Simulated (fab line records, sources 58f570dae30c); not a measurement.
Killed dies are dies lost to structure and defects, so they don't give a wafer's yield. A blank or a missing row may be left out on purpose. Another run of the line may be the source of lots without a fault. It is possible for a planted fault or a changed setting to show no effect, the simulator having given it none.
Split-lot study | flow berkeley-cmos170 | 27 wafers read across 5 lots, on a route 331 steps long

ABOUT THE SPLIT
At UCB170_M1_SPUTTER_00 (material Al, target thk 600 nm, time 80 s), the setting time-s was moved away from the recipe's 80 s on 12 of the 27 wafers read, by -48.7% to +59.0%. The other wafers ran this setting at the recipe's value.

FROM THE SPLIT TO THE READING: what the file shows between them, 5 steps
- UCB170_M1_RS_MEAS_01: measures by four-point-probe
- UCB170_M1_THK_MEAS_02: measures by xrf
- UCB170_M1_COAT_03
- UCB170_M1_COAT_04: resist thk 900 nm
- UCB170_M1_ETCH_11: etches BARC in N2/H2

THE READING
oes-product-au, in a.u., at UCB170_M1_METAL_ETCH_12 (etches Al in Cl2/BCl3, stops on PSG, target depth 780 nm, time 130 s). Fault-free wafers of this fab line usually give 0.860 a.u., standard deviation 0.013 a.u.

wafer  | tool, chamber at the split | time-s as run, s | against the recipe | oes-product-au, a.u. | against lot-mates on the recipe
L076.1 | pvd-sputter-01, -          | 80               | recipe             | 0.866                | -
L076.2 | pvd-sputter-01, -          | 80               | recipe             | 0.839                | -
L076.3 | pvd-sputter-01, -          | 113              | +41.3%             | 0.958                | +0.109
L076.4 | pvd-sputter-01, -          | 113              | +41.3%             | 0.995                | +0.146
L076.5 | pvd-sputter-01, -          | 80               | recipe             | 0.842                | -
L076.6 | pvd-sputter-01, -          | 113              | +41.3%             | 1.009                | +0.160
L078.2 | pvd-sputter-02, -          | 80               | recipe             | 0.858                | -
L078.3 | pvd-sputter-02, -          | 80               | recipe             | 0.865                | -
L078.5 | pvd-sputter-02, -          | 80               | recipe             | 0.847                | -
L077.1 | pvd-sputter-01, -          | 123              | +53.8%             | 1.010                | +0.128
L077.2 | pvd-sputter-01, -          | 123              | +53.8%             | 1.047                | +0.165
L077.3 | pvd-sputter-01, -          | 80               | recipe             | 0.886                | -
L077.4 | pvd-sputter-01, -          | 123              | +53.8%             | 1.015                | +0.133
L077.5 | pvd-sputter-01, -          | 80               | recipe             | 0.881                | -
L077.6 | pvd-sputter-01, -          | 80               | recipe             | 0.878                | -
L084.1 | pvd-sputter-02, -          | 80               | recipe             | 0.879                | -
L084.2 | pvd-sputter-02, -          | 80               | recipe             | 0.850                | -
L084.3 | pvd-sputter-02, -          | 80               | recipe             | 0.865                | -
L084.4 | pvd-sputter-02, -          | 41.07            | -48.7%             | 0.611                | -0.254
L084.5 | pvd-sputter-02, -          | 41.07            | -48.7%             | 0.625                | -0.240
L084.6 | pvd-sputter-02, -          | 41.07            | -48.7%             | 0.631                | -0.234
L082.1 | pvd-sputter-03, -          | 127.2            | +59.0%             | 1.013                | +0.157
L082.2 | pvd-sputter-03, -          | 80               | recipe             | 0.862                | -
L082.3 | pvd-sputter-03, -          | 127.2            | +59.0%             | 1.025                | +0.169
L082.4 | pvd-sputter-03, -          | 80               | recipe             | 0.858                | -
L082.5 | pvd-sputter-03, -          | 127.2            | +59.0%             | 1.008                | +0.152
L082.6 | pvd-sputter-03, -          | 80               | recipe             | 0.847                | -

FIT RESULTS
A straight line over all 27 wafers: oes-product-au changes by +0.0035 a.u. for each +1% of time-s; r = +0.97; the points scatter about the line by 0.03 a.u.
The same after taking each lot's own level away (the mean of its wafers on the recipe; 27 wafers): +0.0035 a.u. for each +1%; r = +0.97; scatter 0.03 a.u.
That fit puts the effect of the largest move of time-s on the reading at 0.21 a.u.
The span of the lots' own levels, 0.8490 to 0.8817 a.u., comes to 2.5 times the standard deviation stated above.
The two slopes are in agreement: the lot-to-lot level therefore moves the slope only a little.
Check: for one of the wafers moved furthest among these (+59.0%), held out of the fit, the line's prediction against its lot-mates is +0.192 a.u. It came out at +0.157 a.u. against them.

THE OTHER SPLITS THESE WAFERS WENT THROUGH
Other splits were also applied to these wafers ahead of the reading. Each is held against what the fit with the lots' levels taken away leaves over:
other split on the same wafers      | wafers away from the commonest value | r with oes-product-au (lot level and that fit taken away)
UCB170_START_OXIDATION_02 ox-time-s | 6                                    | +0.07
UCB170_SDANNEAL_RTA_01 time-s       | 12                                   | +0.03

THE WHOLE CHAIN: every reading that the file lists as answering this split, in the file's order
step                    | what it does                                                         | reading                                                                     | change (the file's fit)                                                                 | r (the file's)
UCB170_M1_SPUTTER_00    | material Al, target thk 600 nm, time 80 s                            | Al_of_M1_SPUTTER_00.thk-nm (the simulator's own value, which no gauge read) | +5.99 nm for each +1% of the setting                                                    | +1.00
UCB170_M1_RS_MEAS_01    | measures by four-point-probe                                         | M1_AL_RS                                                                    | not straight: 0.0932 at the lowest setting, 0.0481 at the recipe, 0.0303 at the highest | not given
UCB170_M1_THK_MEAS_02   | measures by xrf                                                      | M1_AL_THK                                                                   | +6 for each +1% of the setting                                                          | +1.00
UCB170_M1_METAL_ETCH_12 | etches Al in Cl2/BCl3, stops on PSG, target depth 780 nm, time 130 s | oes-product-au                                                              | +0.00331 a.u. for each +1% of the setting                                               | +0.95

FILE'S OWN FIT
oes-product-au changes by +0.00331 a.u. for each +1% of time-s, r = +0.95.
